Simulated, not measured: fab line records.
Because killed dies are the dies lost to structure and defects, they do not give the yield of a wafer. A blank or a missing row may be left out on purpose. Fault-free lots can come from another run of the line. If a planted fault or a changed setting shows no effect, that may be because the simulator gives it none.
The tool behind it: which one? + flow berkeleyCmos170 + 14 lots with 42 wafers sampled at 4 steps, on a route of 331 steps

WHAT THE GAUGES SHOWED, per wafer
UCB170_CONTACT_CD_MEAS_15: the cd target is 700 nm. Usual: cdNm 699.7 nm, standard deviation 1.
| lot  | measured     | on       | cdNm (nm)         | flag |
|------|--------------|----------|-------------------|------|
| L504 | day 8 11:25  | cdSem-02 | 700.0 700.8 701.4 |      |
| L506 | day 9 00:23  | cdSem-02 | 699.8 700.9 699.8 |      |
| L505 | day 9 00:35  | cdSem-02 | 699.8 701.0 699.5 |      |
| L510 | day 9 01:19  | cdSem-02 | 702.1 700.1 700.8 |      |
| L514 | day 10 09:41 | cdSem-01 | 698.5 698.7 699.3 |      |
| L517 | day 10 20:28 | cdSem-01 | 700.3 699.0 699.8 |      |
| L518 | day 10 23:40 | cdSem-01 | 699.1 700.8 700.2 |      |
| L519 | day 11 14:07 | cdSem-01 | 699.6 700.4 700.2 |      |
| L522 | day 12 00:12 | cdSem-01 | 700.6 700.0 698.8 |      |
| L520 | day 12 00:27 | cdSem-01 | 701.2 701.7 701.9 |      |
| L523 | day 12 21:38 | cdSem-02 | 700.3 701.1 697.6 |      |
| L524 | day 13 06:18 | cdSem-02 | 699.4 699.7 700.1 |      |
| L525 | day 13 10:02 | cdSem-02 | 698.4 699.4 700.4 |      |
| L527 | day 13 19:35 | cdSem-02 | 699.2 699.5 698.5 |      |

UCB170_M3_BOW_MEAS_20. Usual: M3_BOW gives 36 um (standard deviation 6.6).
| lot  | measured     | on           | M3_BOW (um) | flag |
|------|--------------|--------------|-------------|------|
| L504 | day 9 03:19  | filmMetro-01 | 42 33 44    |      |
| L506 | day 9 17:00  | filmMetro-02 | 35 39 32    |      |
| L505 | day 9 17:59  | filmMetro-01 | 40 26 45    |      |
| L510 | day 9 18:13  | filmMetro-04 | 32 45 34    |      |
| L514 | day 11 05:35 | filmMetro-01 | 38 21 44    |      |
| L517 | day 11 14:37 | filmMetro-01 | 28 25 42    |      |
| L518 | day 11 17:53 | filmMetro-04 | 30 37 21    |      |
| L519 | day 12 06:08 | filmMetro-04 | 41 36 35    |      |
| L522 | day 12 16:24 | filmMetro-01 | 34 26 30    |      |
| L520 | day 12 16:38 | filmMetro-04 | 36 43 33    |      |
| L523 | day 13 12:34 | filmMetro-01 | 33 33 32    |      |
| L524 | day 13 21:12 | filmMetro-02 | 40 37 28    |      |
| L525 | day 14 02:59 | filmMetro-04 | 30 32 41    |      |
| L527 | day 14 15:11 | filmMetro-02 | 34 37 36    |      |

TOOL THAT RAN EACH LOT (tool first, then ch and the chambers of the sampled wafers, then the start)
| lot  | UCB170_CONTACT_STRIP_19             | UCB170_M3_ETCH_17                 |
|------|-------------------------------------|-----------------------------------|
| L504 | plasmaAsher-01 ch 0,1, day 8 11:44  | rieDiel-03 ch 0,1,2, day 9 02:49  |
| L506 | plasmaAsher-01 ch 0,1, day 9 00:43  | rieDiel-02 ch 1,2,3, day 9 16:33  |
| L505 | plasmaAsher-04 ch 0,1, day 9 00:53  | rieDiel-03 ch 0,2,3, day 9 17:19  |
| L510 | plasmaAsher-03 ch 0,1, day 9 01:37  | rieDiel-01 ch 0,2,3, day 9 17:44  |
| L514 | plasmaAsher-03 ch 0,1, day 10 09:59 | rieDiel-03 ch 0,1,2, day 11 04:44 |
| L517 | plasmaAsher-04 ch 0,1, day 10 20:47 | rieDiel-01 ch 0,1,2, day 11 14:10 |
| L518 | plasmaAsher-01 ch 0,1, day 10 23:58 | rieDiel-01 ch 0,1,2, day 11 17:24 |
| L519 | plasmaAsher-01 ch 0, day 11 14:27   | rieDiel-01 ch 1,2, day 12 05:41   |
| L522 | plasmaAsher-03 ch 0,1, day 12 00:30 | rieDiel-02 ch 1,2,3, day 12 15:50 |
| L520 | plasmaAsher-01 ch 0,1, day 12 00:47 | rieDiel-01 ch 0,2, day 12 16:11   |
| L523 | plasmaAsher-04 ch 0,1, day 12 21:58 | rieDiel-02 ch 0,1,2, day 13 12:04 |
| L524 | plasmaAsher-01 ch 0,1, day 13 06:37 | rieDiel-03 ch 0,2,3, day 13 20:45 |
| L525 | plasmaAsher-04 ch 0,1, day 13 10:23 | rieDiel-03 ch 1,3, day 14 02:31   |
| L527 | plasmaAsher-01 ch 0,1, day 13 19:55 | rieDiel-03 ch 1,2,3, day 14 14:44 |
- UCB170_CONTACT_STRIP_19: strips in O2.
- UCB170_M3_ETCH_17: etches BARC in N2/H2.

AS READ BY THE TOOLS THEMSELVES (means over the sampled wafers that have a number; for cases with no such wafer, the mark the record gives instead)
UCB170_CONTACT_STRIP_19. Usual: drypumpMotorCurrentA 5.5 A, standard deviation 0.41; oesProductAu 0.726 a.u., standard deviation 0.0045.
| lot  | tool           | drypumpMotorCurrentA (A) | oesProductAu (a.u.) | flag |
|------|----------------|--------------------------|---------------------|------|
| L504 | plasmaAsher-01 | 5.9                      | 0.723               |      |
| L506 | plasmaAsher-01 | 5.9                      | 0.728               |      |
| L505 | plasmaAsher-04 | 5.1                      | 0.724               |      |
| L510 | plasmaAsher-03 | 5.7                      | 0.725               |      |
| L514 | plasmaAsher-03 | 5.7                      | 0.726               |      |
| L517 | plasmaAsher-04 | 5.1                      | 0.724               |      |
| L518 | plasmaAsher-01 | 5.6                      | 0.732               |      |
| L519 | plasmaAsher-01 | 5.3                      | 0.722               |      |
| L522 | plasmaAsher-03 | 5.7                      | 0.725               |      |
| L520 | plasmaAsher-01 | 5.6                      | 0.725               |      |
| L523 | plasmaAsher-04 | 5.2                      | 0.725               |      |
| L524 | plasmaAsher-01 | 5.6                      | 0.726               |      |
| L525 | plasmaAsher-04 | 5.1                      | 0.730               |      |
| L527 | plasmaAsher-01 | 5.9                      | 0.725               |      |

UCB170_M3_ETCH_17. Usual: biasW 100.1 W, standard deviation 0.33; drypumpMotorCurrentA 5.9 A, standard deviation 0.41; oesProductAu 1.007 a.u., standard deviation 0.021; throttleValvePct 13.27 %, standard deviation 0.16.
| lot  | tool       | biasW (W) | drypumpMotorCurrentA (A) | oesProductAu (a.u.) | throttleValvePct (%) | flag |
|------|------------|-----------|--------------------------|---------------------|----------------------|------|
| L504 | rieDiel-03 | 100.3     | 6.2                      | 1.002               | 13.25                |      |
| L506 | rieDiel-02 | 100.2     | 5.9                      | 1.031               | 13.53                |      |
| L505 | rieDiel-03 | 103.2     | 5.9                      | 1.025               | 13.20                | OFF  |
| L510 | rieDiel-01 | 100.0     | 5.8                      | 0.991               | 13.27                |      |
| L514 | rieDiel-03 | 103.2     | 6.2                      | 1.013               | 13.25                | OFF  |
| L517 | rieDiel-01 | 100.4     | 5.8                      | 1.012               | 13.30                |      |
| L518 | rieDiel-01 | 100.0     | 5.8                      | 1.008               | 13.30                |      |
| L519 | rieDiel-01 | 100.2     | 6.1                      | 1.011               | 13.28                |      |
| L522 | rieDiel-02 | 99.9      | 5.9                      | 1.022               | 13.51                |      |
| L520 | rieDiel-01 | 100.3     | 5.6                      | 1.001               | 13.40                |      |
| L523 | rieDiel-02 | 99.7      | 5.7                      | 1.005               | 13.40                |      |
| L524 | rieDiel-03 | 99.9      | 5.9                      | 1.020               | 13.21                |      |
| L525 | rieDiel-03 | 99.9      | 5.9                      | 0.997               | 13.15                |      |
| L527 | rieDiel-03 | 100.4     | 6.1                      | 0.994               | 13.22                |      |

THE ANSWER, worked out from the rows above alone
Rule: lot off if the mean of its wafers having a number is beyond 3 standard deviations from the usual mean. Also off: a lot with no number at a reading for which 4 or more lots have one. Where the step has rows for the other lots, those lots are counted as sound. Order of review: gauges by route order, followed by the tools' own readings, for which a lot's mean as printed above is used. At the first step where some lot is off, the reading lying furthest off is the one used; lots without a number count as furthest.
Off, at UCB170_M3_ETCH_17 on biasW: L505, L514.
If a tool, at that step or one of the process steps before it, ran each lot that is off and ran no sound lot following the first of them, it fits. None of those tried fits.

WHAT THE SIMULATOR HAD INSERTED
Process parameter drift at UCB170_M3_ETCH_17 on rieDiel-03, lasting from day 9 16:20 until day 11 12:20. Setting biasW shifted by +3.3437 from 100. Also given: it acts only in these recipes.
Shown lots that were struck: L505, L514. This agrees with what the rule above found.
